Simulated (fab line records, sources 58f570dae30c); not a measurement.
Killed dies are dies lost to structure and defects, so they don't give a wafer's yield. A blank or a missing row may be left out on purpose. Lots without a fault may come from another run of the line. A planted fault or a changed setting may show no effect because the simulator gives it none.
Which tool did it? | flow berkeley_cmos170 | 14 lots, 42 wafers sampled, at 6 steps of a route of 331

WHAT THE GAUGES READ, wafer by wafer
UCB170_NVT_OVL_MEAS_06.
lot  | measured     | on         | NVT_OVL (nm)
L991 | day 7 11:14  | overlay-01 | -7 -11 -18
L992 | day 7 11:31  | overlay-01 | 2 8 -3
L993 | day 7 11:47  | overlay-01 | -6 -2 2
L997 | day 8 00:11  | overlay-01 | -17 -15 -14
L996 | day 8 00:12  | overlay-02 | -11 -12 -8
L995 | day 8 00:28  | overlay-02 | -4 -6 -1
L999 | day 8 13:29  | overlay-01 | 1 3 0
L998 | day 8 13:35  | overlay-02 | 2 -2 -5
L100 | day 9 03:55  | overlay-02 | -1 0 1
L103 | day 9 19:16  | overlay-01 | 7 8 4
L106 | day 10 02:32 | overlay-01 | 13 8 8
L109 | day 10 19:59 | overlay-01 | -4 -7 -11
L112 | day 11 02:16 | overlay-01 | 1 -1 -8
L111 | day 11 02:37 | overlay-01 | 5 -1 3

UCB170_PVT_OVL_MEAS_06.
lot  | measured     | on         | PVT_OVL (nm)
L991 | day 7 13:31  | overlay-02 | -6 -7 -3
L992 | day 7 13:40  | overlay-01 | -5 -3 1
L993 | day 7 13:59  | overlay-01 | -6 -13 -13
L997 | day 8 01:56  | overlay-02 | 4 5 0
L996 | day 8 01:58  | overlay-01 | -5 -8 -5
L995 | day 8 02:14  | overlay-02 | 9 5 10
L999 | day 8 17:52  | overlay-01 | 5 7 7
L998 | day 8 17:59  | overlay-02 | 5 3 6
L100 | day 9 05:37  | overlay-02 | -5 1 7
L103 | day 9 20:46  | overlay-01 | 2 5 0
L106 | day 10 04:14 | overlay-02 | -7 -9 -2
L109 | day 10 22:10 | overlay-02 | -6 0 -5
L112 | day 11 04:59 | overlay-02 | -1 1 -2
L111 | day 11 04:26 | overlay-02 | 17 7 7

UCB170_PLDD_TW_MEAS_11.
lot  | measured     | on            | PLDD_TW
L991 | day 8 07:22  | film_metro-02 | 1003 1000 995
L992 | day 8 07:30  | film_metro-01 | 1023 1023 1022
L993 | day 8 07:55  | film_metro-04 | 1005 1006 1001
L997 | day 9 00:12  | film_metro-01 | 1023 1023 1014
L996 | day 9 01:29  | film_metro-02 | 1001 1005 1001
L995 | day 9 00:24  | film_metro-04 | 1006 1003 1006
L999 | day 9 16:45  | film_metro-02 | 1003 1005 1005
L998 | day 9 16:13  | film_metro-02 | 1003 1006 1001
L100 | day 10 00:24 | film_metro-04 | 1002 1005 1002
L103 | day 10 15:56 | film_metro-02 | 994 998 1002
L106 | day 10 20:19 | film_metro-01 | 1018 1015 1013
L109 | day 11 20:57 | film_metro-01 | 1013 1014 1015
L112 | day 12 00:52 | film_metro-04 | 1036 1040 1039
L111 | day 12 01:40 | film_metro-02 | 1037 1041 1035

UCB170_NLDD_OVL_MEAS_07.
lot  | measured     | on         | NLDD_OVL (nm)
L991 | day 8 09:01  | overlay-02 | -4 -5 -1
L992 | day 8 09:18  | overlay-02 | 3 -1 0
L993 | day 8 09:34  | overlay-02 | -1 -6 -2
L997 | day 9 01:35  | overlay-02 | 0 -1 3
L996 | day 9 02:41  | overlay-01 | 0 -4 -2
L995 | day 9 01:53  | overlay-02 | -16 -2 -13
L999 | day 9 18:00  | overlay-01 | 10 10 13
L998 | day 9 17:49  | overlay-02 | -1 -4 2
L100 | day 10 01:35 | overlay-02 | 0 0 0
L103 | day 10 17:08 | overlay-02 | -4 -11 -7
L106 | day 10 22:29 | overlay-02 | -1 13 2
L109 | day 11 23:48 | overlay-01 | -3 -3 -5
L112 | day 12 02:47 | overlay-01 | 11 1 3
L111 | day 12 03:20 | overlay-02 | -7 -2 -8

UCB170_SDANNEAL_RS_MEAS_04: measures by four-point-probe.
lot  | measured     | on            | PLDD_RS (ohm/sq)
L991 | day 8 22:54  | film_metro-04 | 1035 1038 1031
L992 | day 8 23:26  | film_metro-04 | 1033 1033 1035
L993 | day 8 23:28  | film_metro-02 | 1036 1037 1032
L997 | day 9 16:31  | film_metro-01 | 1040 1037 1039
L996 | day 9 16:47  | film_metro-04 | 1027 1029 1029
L995 | day 9 17:05  | film_metro-02 | 1030 1032 1031
L999 | day 10 07:31 | film_metro-01 | 1035 1034 1033
L998 | day 10 07:06 | film_metro-02 | 1027 1025 1027
L100 | day 10 13:38 | film_metro-02 | 1029 1032 1032
L103 | day 11 06:00 | film_metro-02 | 1036 1032 1036
L106 | day 11 10:09 | film_metro-04 | 1031 1032 1032
L109 | day 12 16:34 | film_metro-04 | 1033 1031 1034
L112 | day 12 16:26 | film_metro-02 | 949 950 947
L111 | day 12 16:56 | film_metro-02 | 953 949 950

WHICH TOOL RAN EACH LOT (tool, then ch and the chambers of the sampled wafers, then the start)
lot  | UCB170_PLDD_IMPLANT_08
L991 | implanter-03 ch 0, day 8 06:58
L992 | implanter-02 ch 0, day 8 07:07
L993 | implanter-03 ch 0, day 8 07:31
L997 | implanter-04 ch 0, day 8 23:49
L996 | implanter-02 ch 0, day 9 01:05
L995 | implanter-03 ch 0, day 9 00:03
L999 | implanter-02 ch 0, day 9 16:23
L998 | implanter-04 ch 0, day 9 15:49
L100 | implanter-04 ch 0, day 10 00:00
L103 | implanter-03 ch 0, day 10 15:32
L106 | implanter-02 ch 0, day 10 19:55
L109 | implanter-03 ch 0, day 11 20:33
L112 | implanter-02 ch 0, day 12 00:28
L111 | implanter-02 ch 0, day 12 01:16
- UCB170_PLDD_IMPLANT_08

WHAT THE TOOLS THEMSELVES READ (means of the sampled wafers that have a number; where no wafer has one, the mark that the record gives instead)
UCB170_PLDD_IMPLANT_08.
lot  | tool         | beam_on_s (s) | end_station_pressure_torr (Torr) | faraday_current_uA
L991 | implanter-03 | 9.86          | 5.3e-06                          | 161
L992 | implanter-02 | 10.00         | 5.1e-06                          | 158
L993 | implanter-03 | 9.95          | 5.2e-06                          | 159
L997 | implanter-04 | 10.05         | 5.3e-06                          | 158
L996 | implanter-02 | 10.01         | 5.2e-06                          | 158
L995 | implanter-03 | 9.95          | 5.1e-06                          | 159
L999 | implanter-02 | 10.05         | 5.3e-06                          | 158
L998 | implanter-04 | 10.13         | 5.3e-06                          | 156
L100 | implanter-04 | 9.78          | 5.3e-06                          | 162
L103 | implanter-03 | 9.93          | 5.2e-06                          | 160
L106 | implanter-02 | 10.28         | 5.0e-06                          | 154
L109 | implanter-03 | 10.18         | 5.1e-06                          | 156
L112 | implanter-02 | 12.20         | 9.5e-05                          | 131
L111 | implanter-02 | 11.87         | 9.6e-05                          | 135

THE ANSWER, worked out from the rows above alone
Rule: what is usual is taken from the lots themselves. Put in order of their means at a reading, lots are off if they are a third of the lots or fewer, leave a main group of 4 or more, and stand apart from it by a gap of 3 or more times the standard deviation of the main group's means; of several such gaps the widest counts. A main group whose means are all the same, to the digits that the tables above print for the reading, isn't used. A lot without any number at a reading at which 4 lots or more have one is off too. The other lots that the step has rows for count as sound. The gauges are gone through in route order, then the tools' own readings, and for those a lot's mean is taken as printed above. The first step at which some lot is off is used, and at that step the reading that is off furthest; a lot without a number counts as furthest.
Off: L112, L111, at UCB170_SDANNEAL_RS_MEAS_04 (PLDD_RS). The main group: mean 1033 ohm/sq, standard deviation 3.1.
A tool fits if, at a process step before that reading, it ran every lot that is off, and no sound lot after the first of them. The gauges at UCB170_SDANNEAL_RS_MEAS_04 aren't tried: what is off there is off at UCB170_PLDD_IMPLANT_08 too, on other tools, and a gauge's error can't cause that. One fits: implanter-02 at UCB170_PLDD_IMPLANT_08. Its last sound lot is L106 (day 10 19:55), its first lot that is off L112 (day 12 00:28): a fault that began between those two fits.
The tool's own readings at UCB170_PLDD_IMPLANT_08 bear it out: on the lots that are off they differ by more than 5 times the standard deviation of the sound lots' means. beam_on_s reads 12.04 s there against 10.01 s on the sound lots; end_station_pressure_torr reads 9.6e-05 Torr there against 5.2e-06 Torr on the sound lots; faraday_current_uA reads 133 there against 158 on the sound lots.

WHAT THE SIMULATOR HAD PUT IN
Process parameter drift: implanter-02, from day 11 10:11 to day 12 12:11, at UCB170_PLDD_IMPLANT_08. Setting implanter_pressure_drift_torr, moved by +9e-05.
Process parameter drift: implanter-02, from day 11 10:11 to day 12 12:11, at UCB170_PLDD_IMPLANT_08. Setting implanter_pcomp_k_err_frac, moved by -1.
Lots struck among those shown: L112, L111. The rule above found the same.
